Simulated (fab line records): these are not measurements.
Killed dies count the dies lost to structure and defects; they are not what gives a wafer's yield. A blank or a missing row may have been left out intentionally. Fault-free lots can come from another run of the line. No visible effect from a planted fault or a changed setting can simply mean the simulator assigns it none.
The same fault as seen by 2 desks | flow berkeleyCmos170 | only its own numbers are on each desk; what lay behind them is given at the end

THE METROLOGY DESK
What the gauges read, lot by lot, whatever tool the lot ran on: means of the sampled wafers that have a number. Marked OUT: a lot whose mean sits more than 4 standard deviations from the usual mean, which makes it out of limits; the brackets give that distance.
Columns: A = cdNm at UCB170_ACTIVE_CD_MEAS_90, usual 1199.9 nm; B = cdNm at UCB170_NSD_CD_MEAS_06, usual 1199.6 nm; C = cdNm at UCB170_CONTACT_CD_MEAS_90, usual 700.0 nm; D = M3_BOW at UCB170_M3_BOW_MEAS_20, usual 36 um
lot  | first seen here | A      | B                 | C     | D
L513 | day 4 15:23     | 1198.8 | 1200.9            | 701.6 | 40
L514 | day 5 08:20     | 1199.9 | 1199.4            | 701.7 | 37
L516 | day 5 08:33     | 1200.5 | 1199.0            | 700.1 | 39
L519 | day 5 14:18     | 1199.9 | 1199.8            | 700.6 | 37
L518 | day 5 14:34     | 1199.4 | 1199.5            | 699.7 | 36
L520 | day 5 22:02     | 1198.6 | 1199.5            | 698.8 | 33
L523 | day 6 21:23     | 1200.0 | 1198.7            | 698.8 | 34
L522 | day 6 22:20     | 1200.3 | 1199.6            | 700.1 | 35
L525 | day 7 03:49     | 1199.8 | 1200.3            | 698.4 | 29
L526 | day 7 04:04     | 1200.1 | 1200.7            | 700.0 | 32
L524 | day 7 04:38     | 1199.7 | 1198.9            | 698.7 | 37
L527 | day 7 13:30     | 1200.9 | 1199.4            | 699.6 | 29
L529 | day 8 04:38     | 1199.9 | 1192.4 (-6.0) OUT | 702.3 | 37
L534 | day 9 15:55     | 1202.4 | 1193.2 (-5.4) OUT | 699.2 | 34
This desk's verdict: out of limits on L529, L534, starting with L529 at day 11 15:26 (cdNm at UCB170_NSD_CD_MEAS_06). Within limits: L513, L514, L516, L519, L518, L520, L523, L522, L525, L526, L524, L527.

TOOL OWNER'S DESK, lithoTrack-02
The tool's own readings at UCB170_NSD_COAT_01 (resist thk 900 nm): means of the sampled wafers that have a number, for each lot that ran on this tool. Marked OUT: a lot whose mean sits more than 4 standard deviations from the usual mean, which makes it out of limits; the brackets give that distance.
Columns: A = exhaustPa at UCB170_NSD_COAT_01, usual 45.1 Pa; B = spinSpeedRpm at UCB170_NSD_COAT_01, usual 1500.0 rpm
lot  | first seen here | A    | B
L514 | day 8 14:52     | 45.4 | 1500.2
L518 | day 8 15:21     | 44.8 | 1500.1
L520 | day 9 05:46     | 44.7 | 1500.1
L526 | day 10 12:49    | 45.6 | 1499.9
L527 | day 10 13:20    | 44.6 | 1500.8
L529 | day 11 14:35    | 44.7 | 1085.1 (-99 or more) OUT
L534 | day 13 01:37    | 44.7 | 1085.7 (-99 or more) OUT
This desk's verdict: out of limits on L529, L534, starting with L529 at day 11 14:35 (spinSpeedRpm at UCB170_NSD_COAT_01). Within limits: L514, L518, L520, L526, L527.

TAKEN TOGETHER
On L529, L534, at day 11 14:35, an alarm was possible from the tool owner's desk.
The metrology desk could have raised an alarm at day 11 15:26, on L529, L534.
The lots listed all ran UCB170_NSD_COAT_01 on lithoTrack-02.

WHAT THE SIMULATOR HAD INSERTED
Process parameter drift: lithoTrack-02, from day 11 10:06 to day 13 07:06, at UCB170_NSD_COAT_01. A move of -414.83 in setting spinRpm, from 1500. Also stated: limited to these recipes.
Struck lots among those shown: L529, L534.
Fault start to first reading out of limits, in hours, per desk: tool owner, 4; metrology, 5.
